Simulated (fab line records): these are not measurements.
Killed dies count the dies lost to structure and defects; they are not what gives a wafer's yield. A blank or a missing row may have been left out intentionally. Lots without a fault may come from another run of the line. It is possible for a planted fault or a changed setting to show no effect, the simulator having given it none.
Check of tool commonality | flow rit_cmos | 14 lots, 42 wafers sampled

## WHY IT WAS OPENED
At RIT_SDANNEAL_RS_MEAS_06 the reading PLDD_RS is flagged on 3 of 14 lots. No-fault wafers: 178.4 ohm/sq, standard deviation 0.42.
Rule: flag the lot when none of its wafers has a number, or when each of its wafers that has one lies beyond 4 standard deviations from that mean. The other lots count as sound.

lot  | measured    | on            | PLDD_RS (ohm/sq), wafer by wafer | flag
L201 | day 3 14:20 | film_metro-02 | 179.4 179.0 179.3                |
L202 | day 3 20:53 | film_metro-04 | 178.2 178.6 178.0                |
L203 | day 4 02:05 | film_metro-01 | 179.1 179.0 179.1                |
L204 | day 4 05:13 | film_metro-04 | 178.6 178.4 178.0                |
L205 | day 4 05:47 | film_metro-02 | 179.0 178.4 178.8                |
L206 | day 4 13:25 | film_metro-02 | 178.6 178.7 178.4                |
L207 | day 4 16:34 | film_metro-04 | 178.5 178.1 178.2                |
L208 | day 4 22:11 | film_metro-01 | 178.7 178.7 178.5                |
L209 | day 5 04:46 | film_metro-04 | 178.2 178.5 178.7                |
L211 | day 5 11:39 | film_metro-02 | 178.8 178.8 178.6                |
L212 | day 5 18:05 | film_metro-02 | 178.4 178.6 178.5                |
L215 | day 6 08:41 | film_metro-04 | 185.4 185.8 184.9                | FLAGGED
L216 | day 6 13:53 | film_metro-01 | 185.3 185.2 185.0                | FLAGGED
L217 | day 6 21:46 | film_metro-02 | 185.6 185.7 185.9                | FLAGGED
The mean of the flagged lots' numbers is 185.4 ohm/sq, +7.0 ohm/sq from the usual (+17 standard deviations).

## TOOL THAT RAN EACH LOT
The record holds 1 process step before the reading, out of a route of 202 steps. In each cell: the tool, then ch and the chambers that the sampled wafers went through, then the start.
lot  | flag    | RIT_PLDD_IMPLANT_08
L201 |         | implanter-01 ch 0, day 3 07:48
L202 |         | implanter-04 ch 0, day 3 11:47
L203 |         | implanter-04 ch 0, day 3 19:19
L204 |         | implanter-04 ch 0, day 3 21:52
L205 |         | implanter-03 ch 0, day 3 22:05
L206 |         | implanter-01 ch 0, day 4 06:51
L207 |         | implanter-04 ch 0, day 4 09:49
L208 |         | implanter-04 ch 0, day 4 15:44
L209 |         | implanter-01 ch 0, day 4 22:22
L211 |         | implanter-04 ch 0, day 5 04:58
L212 |         | implanter-04 ch 0, day 5 11:35
L215 | FLAGGED | implanter-01 ch 0, day 6 02:11
L216 | FLAGGED | implanter-01 ch 0, day 6 07:09
L217 | FLAGGED | implanter-01 ch 0, day 6 14:00
These steps, and what they do:
- RIT_PLDD_IMPLANT_08
- RIT_SDANNEAL_RS_MEAS_06: measures by four-point-probe.

## FLAGGED OVER TOTAL, TOOL BY TOOL (the gauges that took the reading come last)
step                    | tool          | lots run | flagged | share of the flagged lots | sound lots run after its first flagged lot
RIT_PLDD_IMPLANT_08     | implanter-01  | 6        | 3       | all                       | 0
RIT_PLDD_IMPLANT_08     | implanter-03  | 1        | 0       | none                      | -
RIT_PLDD_IMPLANT_08     | implanter-04  | 7        | 0       | none                      | -
RIT_SDANNEAL_RS_MEAS_06 | film_metro-01 | 3        | 1       | some                      | 0
RIT_SDANNEAL_RS_MEAS_06 | film_metro-02 | 6        | 1       | some                      | 0
RIT_SDANNEAL_RS_MEAS_06 | film_metro-04 | 5        | 1       | some                      | 0

## THE TABLE: WHAT IT ALLOWS
In the table, 1 row covers all flagged lots: implanter-01 at RIT_PLDD_IMPLANT_08.
- implanter-01 at RIT_PLDD_IMPLANT_08 ran 6 lots, 3 of them flagged. It ran its last sound lot, L209, at day 4 22:22 and its first flagged lot, L215, at day 6 02:11: a fault with its onset between the two fits. Its own readings (beam_energy_keV) fall more than 4 standard deviations out on all wafers of the flagged lots.
One tool is left: implanter-01 at RIT_PLDD_IMPLANT_08.

## WHAT THE SIMULATOR PUT IN
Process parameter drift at RIT_PLDD_IMPLANT_08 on implanter-01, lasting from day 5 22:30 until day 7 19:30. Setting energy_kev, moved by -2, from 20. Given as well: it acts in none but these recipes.
Shown lots that were struck: L215, L216, L217. The rule above found the same.
